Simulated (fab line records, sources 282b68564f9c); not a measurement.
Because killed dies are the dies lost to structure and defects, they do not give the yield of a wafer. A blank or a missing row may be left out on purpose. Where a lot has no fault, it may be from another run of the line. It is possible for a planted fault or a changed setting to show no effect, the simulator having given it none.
A sampling plan put to the test | flow ritCmos | each of the 11 faults these records tell of, on one fab line, judged from the records of the lots it struck
The plan is the line's own looks: the steps of the route at which a gauge or an inspection reads the wafer and doesn't change it. A look is open to judgement when struck wafers have a number at it and the file gives its usual mean and standard deviation on fault-free wafers. Caught: a look later than the fault's first step finds the struck wafers' mean 4 or more of those standard deviations (sigma) from the usual mean. On the tool: the test repeated on the tool's own readings taken at the fault's steps. Also counted as caught: the struck wafers showing another recipe, or a record that is empty for them alone.

## THE FAULTS, as the simulator had put them in
1. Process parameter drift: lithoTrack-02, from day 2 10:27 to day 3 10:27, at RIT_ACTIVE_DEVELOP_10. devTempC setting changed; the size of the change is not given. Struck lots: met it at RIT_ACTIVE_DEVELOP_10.
2. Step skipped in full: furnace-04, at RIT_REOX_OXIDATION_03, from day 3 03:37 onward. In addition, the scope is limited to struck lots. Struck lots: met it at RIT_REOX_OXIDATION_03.
3. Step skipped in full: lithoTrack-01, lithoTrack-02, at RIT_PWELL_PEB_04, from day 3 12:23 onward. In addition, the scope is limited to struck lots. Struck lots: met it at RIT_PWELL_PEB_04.
4. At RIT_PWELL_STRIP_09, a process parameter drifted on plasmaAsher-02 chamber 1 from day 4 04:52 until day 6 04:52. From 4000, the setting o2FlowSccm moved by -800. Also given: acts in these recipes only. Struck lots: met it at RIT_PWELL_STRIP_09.
5. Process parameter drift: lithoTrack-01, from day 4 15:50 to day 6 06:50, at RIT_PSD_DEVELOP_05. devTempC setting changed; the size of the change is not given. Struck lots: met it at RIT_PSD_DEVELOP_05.
6. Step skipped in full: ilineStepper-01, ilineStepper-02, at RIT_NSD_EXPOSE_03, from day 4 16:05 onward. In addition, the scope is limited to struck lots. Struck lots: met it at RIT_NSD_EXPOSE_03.
7. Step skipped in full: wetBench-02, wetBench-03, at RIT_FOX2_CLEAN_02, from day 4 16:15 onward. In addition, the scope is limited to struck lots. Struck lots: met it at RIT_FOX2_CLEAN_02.
8. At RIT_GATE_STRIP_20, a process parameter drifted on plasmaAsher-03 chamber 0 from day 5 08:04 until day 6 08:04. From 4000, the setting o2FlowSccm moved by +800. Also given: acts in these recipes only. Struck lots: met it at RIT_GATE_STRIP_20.
9. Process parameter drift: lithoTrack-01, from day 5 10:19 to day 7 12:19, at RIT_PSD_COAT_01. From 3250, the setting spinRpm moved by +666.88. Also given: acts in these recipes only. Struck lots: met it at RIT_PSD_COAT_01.
10. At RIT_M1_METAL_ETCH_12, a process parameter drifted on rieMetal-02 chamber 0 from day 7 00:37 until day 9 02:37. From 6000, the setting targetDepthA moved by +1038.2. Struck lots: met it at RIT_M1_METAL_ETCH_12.
11. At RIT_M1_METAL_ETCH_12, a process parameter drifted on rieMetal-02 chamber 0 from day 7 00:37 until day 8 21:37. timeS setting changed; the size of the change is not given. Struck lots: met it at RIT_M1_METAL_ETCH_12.

## WHAT THE PLAN SAW
fault | on the tool itself                               | first look that catches it                   | reading, sigma                                 | median hours from its first step to that look | hours from the fault's start to the first struck lot there | judged looks passed uncaught
1     | developerTempC +18 sigma                         | not the one look that can be judged after it | strongest: cdNm at RIT_ACTIVE_CD_MEAS_11, +2.5 | -                                             | -                                                          | 1
2     | the tool's record is blank for the struck wafers | no look after it can be judged               | -                                              | -                                             | -                                                          | 0
3     | no reading that can be judged                    | not the one look that can be judged after it | -                                              | -                                             | -                                                          | 1
4     | o2FlowSccm -67 sigma                             | no look after it can be judged               | -                                              | -                                             | -                                                          | 0
5     | developerTempC -18 sigma                         | no look after it can be judged               | -                                              | -                                             | -                                                          | 0
6     | no reading that can be judged                    | no look after it can be judged               | -                                              | -                                             | -                                                          | 0
7     | the tool's record is blank for the struck wafers | no look after it can be judged               | -                                              | -                                             | -                                                          | 0
8     | o2FlowSccm +62 sigma                             | no look after it can be judged               | -                                              | -                                             | -                                                          | 0
9     | spinSpeedRpm +99 or beyond sigma                 | no look after it can be judged               | -                                              | -                                             | -                                                          | 0
10    | oesProductAu -7.6 sigma                          | no look after it can be judged               | -                                              | -                                             | -                                                          | 0
11    | runLengthS -99 or beyond sigma                   | no look after it can be judged               | -                                              | -                                             | -                                                          | 0
A dash: the fault is not caught, or the number is missing from these records.

Caught at a look: 0 of 11. Caught on the tool: 9 of 11. By one or the other: 9 of 11.
Faults 1, 2, 4, 5, 7, 8, 9, 10, 11 were caught on the tool alone.
Caught by neither: faults 3, 6.
